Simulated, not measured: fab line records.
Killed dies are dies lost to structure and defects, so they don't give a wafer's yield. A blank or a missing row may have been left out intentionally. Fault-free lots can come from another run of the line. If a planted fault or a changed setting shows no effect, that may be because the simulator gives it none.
A lot that was struck, set against a sound lot | flow berkeley-cmos170 | 14 out of 331 route steps
Sound: wafers L529.1, L529.2, L529.4. Struck: wafers L525.1, L525.2, L525.3. The cause is named last.
At each step with rows: each side's tool, then ch and its chambers, then its first start. Under that, the readings that differ: sound wafers | struck wafers | difference of the means | sigmas: that difference in standard deviations of wafers without a fault.
alike: a reading whose means differ by less than 2 such deviations, as well as words and numbers matching on both sides. not compared: withheld readings; readings where some wafer has no value; bounds like >300 that might hide an equal value; numbers whose values overlap and for which the record gives no deviation.
A row with sigmas, a row that says differs or no value, or rows on one side alone: a step with any of these is where the two part. Numbers that don't overlap but have no deviation are shown without sigmas and don't part them. A reading missing from all wafers of one side parts the sides only when that side holds two or more wafers.

UCB170_PVT_STRIP_08: strips in O2.
  sound on plasma-asher-03 ch 0,1, day 9 18:40; struck on plasma-asher-03 ch 0,1, day 8 07:52
  alike: drypump-motor-current-A, oes-product-au, strip-time-to-endpoint-s
  not compared: rf-hours-counter-h
UCB170_PVT_TW_MEAS_09:
  sound: film-metro-01 at day 9 18:46; struck: film-metro-02 at day 8 07:58
  alike: PVT_TW
then, 1 step without rows for these wafers: UCB170_GATE_WET_ETCH_00 (etches SiO2 in dHF, time 200 s).
UCB170_FIELD_THK_MEAS_91:
  sound: film-metro-02 at day 9 18:53; struck: film-metro-02 at day 8 08:05
  alike: FIELD_OXIDE_LEFT_2_THK
then, 1 step without rows for these wafers: UCB170_GATE_OXIDATION_01 (target thk 6.6 nm, ox time 1800 s).
UCB170_GATE_THK_MEAS_02:
  sound: film-metro-04 at day 10 01:07; struck: film-metro-01 at day 8 12:54
  alike: GATE_OXIDE_THK
then, 2 steps without rows for these wafers: UCB170_GATE_ANNEAL_03 (time 1800 s); UCB170_GATE_CVD_04 (deposits poly-Si from SiH4, time 1440 s, target thk 214 nm).
UCB170_GATE_THK_MEAS_05:
  sound: film-metro-01 at day 10 07:33; struck: film-metro-04 at day 8 20:29
  alike: GATE_POLY_THK
then, 3 steps without rows for these wafers: UCB170_GATE_COAT_06; UCB170_GATE_COAT_07 (resist thk 900 nm); UCB170_GATE_SOFTBAKE_08 (time 60 s).
UCB170_GATE_EXPOSE_09: exposes mask POLY, target cd 350 nm.
  struck on krf-scanner-02, day 8 21:14; sound on krf-scanner-01 ch 0, day 10 08:33
  no value came back on the struck wafers for exposure-dose-mJ-cm2, focus-offset-nm (nm); on the sound wafers exposure-dose-mJ-cm2 reads 20.989 20.957 20.959
  alike: mask
following that, these wafers have no rows for 1 step: UCB170_GATE_PEB_10.

## WHERE THEY PART
UCB170_GATE_EXPOSE_09 only, going by this record.

WHY: what the simulator had put in
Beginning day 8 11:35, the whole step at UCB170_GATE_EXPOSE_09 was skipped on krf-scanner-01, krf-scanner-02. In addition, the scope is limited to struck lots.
